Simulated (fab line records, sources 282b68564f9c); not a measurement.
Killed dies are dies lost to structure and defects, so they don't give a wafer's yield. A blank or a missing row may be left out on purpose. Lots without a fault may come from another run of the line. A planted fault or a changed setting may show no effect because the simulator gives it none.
Chamber matching | flow rit_cmos | RIT_GATE_ETCH_19 on rie_si-01: 4 sister chambers
The step etches poly-Si in SF6/CHF3/O2, stops on SiO2, time 165 s, target depth 312.5 nm. 4 wafers are shown with their chamber, then 9 later ones without.

WAFERS WITH THEIR CHAMBER
wafer  | chamber | drypump_motor_current_A (A)
L983.1 | 2       | 5.76
L993.1 | 1       | 5.59
L993.2 | 3       | 5.28
L993.3 | 0       | 5.89

WAFERS WITHOUT THEIR CHAMBER
wafer  | drypump_motor_current_A (A)
L999.1 | 5.30
L999.4 | 5.77
L999.6 | 5.88
L104.1 | 5.26
L104.3 | 5.59
L104.4 | 5.77
L103.1 | 5.77
L103.2 | 5.58
L103.3 | 5.30

WHICH CHAMBER EACH WENT THROUGH
wafer  | from the rows above | in truth
L999.1 | 3                   | 3
L999.4 | 2                   | 2
L999.6 | 0                   | 0
L104.1 | 3                   | 3
L104.3 | 1                   | 1
L104.4 | 2                   | 2
L103.1 | 2                   | 2
L103.2 | 1                   | 1
L103.3 | 3                   | 3
Placed correctly: 9 of 9. Can't be placed from these rows: 0. Placed wrongly: 0.
How it was worked out, from the rows above alone: a wafer's distance from a chamber is the root of the sum, over the readings, of the square of ((its reading less the chamber's mean) divided by the reading's scatter). The wafer belongs to the nearest chamber; if the next one is less than 2 further off, it can't be placed. A chamber's mean is the mean of its shown wafers. The scatter: with one shown wafer a chamber, the root of the mean of the squares of how far each hidden wafer lies from its nearest shown one.
